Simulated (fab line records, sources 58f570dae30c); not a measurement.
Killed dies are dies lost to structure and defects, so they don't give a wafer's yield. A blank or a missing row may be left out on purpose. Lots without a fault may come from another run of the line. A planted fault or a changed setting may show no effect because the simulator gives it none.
Which tool did it? | flow berkeley_cmos170 | 14 lots, 42 wafers sampled, at 4 steps of a route of 331

WHAT THE GAUGES READ, wafer by wafer
UCB170_GATE_OVL_MEAS_13. Usual: GATE_OVL 2 nm, standard deviation 7.6.
lot  | measured     | on         | GATE_OVL (nm) | flag
L107 | day 5 16:10  | overlay-01 | 6 5 10        |
L108 | day 6 02:10  | overlay-01 | -1 -7 -7      |
L109 | day 6 15:14  | overlay-01 | 4 0 1         |
L110 | day 6 15:21  | overlay-02 | -1 -5 -9      |
L113 | day 6 17:30  | overlay-01 | -7 0 -8       |
L111 | day 6 17:35  | overlay-01 | 12 14 12      |
L112 | day 6 17:46  | overlay-02 | 3 5 0         |
L121 | day 8 19:22  | overlay-01 | 8 11 4        |
L122 | day 8 19:35  | overlay-02 | -9 -7 -8      |
L123 | day 9 07:32  | overlay-01 | -8 2 -11      |
L124 | day 9 07:46  | overlay-02 | -5 8 1        |
L126 | day 10 03:31 | overlay-01 | 6 1 6         |
L127 | day 10 03:38 | overlay-02 | 11 2 13       |
L129 | day 10 15:07 | overlay-02 | 8 13 4        |

UCB170_NLDD_CD_MEAS_06: target cd 1200 nm. Usual: cd_nm 1200.5 nm, standard deviation 1.2.
lot  | measured     | on        | cd_nm (nm)           | flag
L107 | day 5 19:56  | cd_sem-01 | 1198.7 1200.5 1199.8 |
L108 | day 6 07:53  | cd_sem-02 | 1201.0 1199.6 1199.1 |
L109 | day 6 20:48  | cd_sem-02 | 1201.3 1201.4 1201.6 |
L110 | day 6 21:02  | cd_sem-01 | 1202.9 1201.7 1201.9 |
L113 | day 6 21:16  | cd_sem-02 | 1199.2 1198.1 1200.9 |
L111 | day 6 21:31  | cd_sem-02 | 1201.2 1199.2 1201.2 |
L112 | day 6 22:43  | cd_sem-01 | 1200.3 1201.2 1201.4 |
L121 | day 8 22:48  | cd_sem-01 | 1199.1 1199.5 1199.0 |
L122 | day 8 22:53  | cd_sem-02 | 1199.9 1200.6 1200.7 |
L123 | day 9 11:07  | cd_sem-01 | 1199.3 1200.1 1199.0 |
L124 | day 9 11:40  | cd_sem-02 | 1199.0 1198.7 1198.5 |
L126 | day 10 10:16 | cd_sem-01 | 1200.1 1200.3 1200.5 |
L127 | day 10 10:34 | cd_sem-01 | 1200.7 1199.9 1201.1 |
L129 | day 10 18:18 | cd_sem-02 | 1202.9 1201.8 1202.0 |

UCB170_SDANNEAL_RS_MEAS_03: measures by four-point-probe. Usual: NSD_RS 37.28 ohm/sq, standard deviation 0.077.
lot  | measured     | on            | NSD_RS (ohm/sq)   | flag
L107 | day 6 06:34  | film_metro-04 | 37.32 37.32 37.29 |
L108 | day 6 19:52  | film_metro-03 | 37.27 37.32 37.39 |
L109 | day 7 08:45  | film_metro-03 | 37.23 37.22 37.35 |
L110 | day 7 08:22  | film_metro-04 | 37.27 37.30 37.29 |
L113 | day 7 07:56  | film_metro-03 | 37.24 37.29 37.33 |
L111 | day 7 09:29  | film_metro-02 | 37.24 37.30 37.31 |
L112 | day 7 10:14  | film_metro-02 | 37.43 37.30 37.45 |
L121 | day 9 10:31  | film_metro-02 | 37.33 37.28 37.28 |
L122 | day 9 10:07  | film_metro-04 | 37.34 37.35 37.28 |
L123 | day 10 00:43 | film_metro-03 | 37.31 37.34 37.26 |
L124 | day 10 00:41 | film_metro-02 | 37.31 37.26 37.32 |
L126 | day 10 20:37 | film_metro-03 | 37.29 37.27 37.32 |
L127 | day 10 21:30 | film_metro-03 | 37.16 37.06 37.21 |
L129 | day 11 06:01 | film_metro-03 | 37.41 37.24 37.28 |

WHICH TOOL RAN EACH LOT (tool, then ch and the chambers of the sampled wafers, then the start)
lot  | UCB170_NSD_PEB_04
L107 | litho_track-02 ch 0, day 6 03:47
L108 | litho_track-04 ch 0, day 6 17:31
L109 | litho_track-04 ch 0, day 7 06:05
L110 | litho_track-04 ch 0, day 7 05:21
L113 | litho_track-03 ch 0, day 7 05:17
L111 | litho_track-02, day 7 06:11
L112 | litho_track-04, day 7 07:39
L121 | litho_track-03 ch 0, day 9 08:16
L122 | litho_track-04 ch 0, day 9 07:59
L123 | litho_track-04 ch 0, day 9 19:56
L124 | litho_track-02 ch 0, day 9 19:59
L126 | litho_track-04 ch 0, day 10 18:43
L127 | litho_track-04 ch 0, day 10 19:18
L129 | litho_track-03 ch 0, day 11 03:34
- UCB170_NSD_PEB_04

WHAT THE TOOLS THEMSELVES READ (means of the sampled wafers that have a number; where no wafer has one, the mark that the record gives instead)
UCB170_NSD_PEB_04. Usual: chill_plate_temp_C 23.01 C, standard deviation 0.11; exhaust_pa 45.0 Pa, standard deviation 0.91; resist_line_temp_C 23.01 C, standard deviation 0.091.
lot  | tool           | chill_plate_temp_C (C) | exhaust_pa (Pa) | resist_line_temp_C (C) | flag
L107 | litho_track-02 | 23.05                  | 44.4            | 22.97                  |
L108 | litho_track-04 | 23.03                  | 45.8            | 22.97                  |
L109 | litho_track-04 | 23.09                  | 45.3            | 23.01                  |
L110 | litho_track-04 | 22.94                  | 44.2            | 23.05                  |
L113 | litho_track-03 | 23.06                  | 46.5            | 23.01                  |
L111 | litho_track-02 | -                      | -               | -                      | OFF
L112 | litho_track-04 | -                      | -               | -                      | OFF
L121 | litho_track-03 | 22.95                  | 44.5            | 22.87                  |
L122 | litho_track-04 | 23.07                  | 45.0            | 23.11                  |
L123 | litho_track-04 | 22.88                  | 45.5            | 22.91                  |
L124 | litho_track-02 | 23.01                  | 44.2            | 23.12                  |
L126 | litho_track-04 | 23.11                  | 45.7            | 22.98                  |
L127 | litho_track-04 | 22.96                  | 44.6            | 22.91                  |
L129 | litho_track-03 | 22.91                  | 44.4            | 23.08                  |

THE ANSWER, worked out from the rows above alone
Rule: a lot is off if the mean of its wafers that have a number lies more than 3 standard deviations from the usual mean. A lot without any number at a reading at which 4 lots or more have one is off too. The other lots that the step has rows for count as sound. The gauges are gone through in route order, then the tools' own readings, and for those a lot's mean is taken as printed above. The first step at which some lot is off is used, and at that step the reading that is off furthest; a lot without a number counts as furthest.
Off: L111, L112, at UCB170_NSD_PEB_04 (chill_plate_temp_C). Without a number there: L111, L112.
A tool fits if, at that step or a process step before it, it ran every lot that is off, and no sound lot after the first of them. None of those tried fits.

WHAT THE SIMULATOR HAD PUT IN
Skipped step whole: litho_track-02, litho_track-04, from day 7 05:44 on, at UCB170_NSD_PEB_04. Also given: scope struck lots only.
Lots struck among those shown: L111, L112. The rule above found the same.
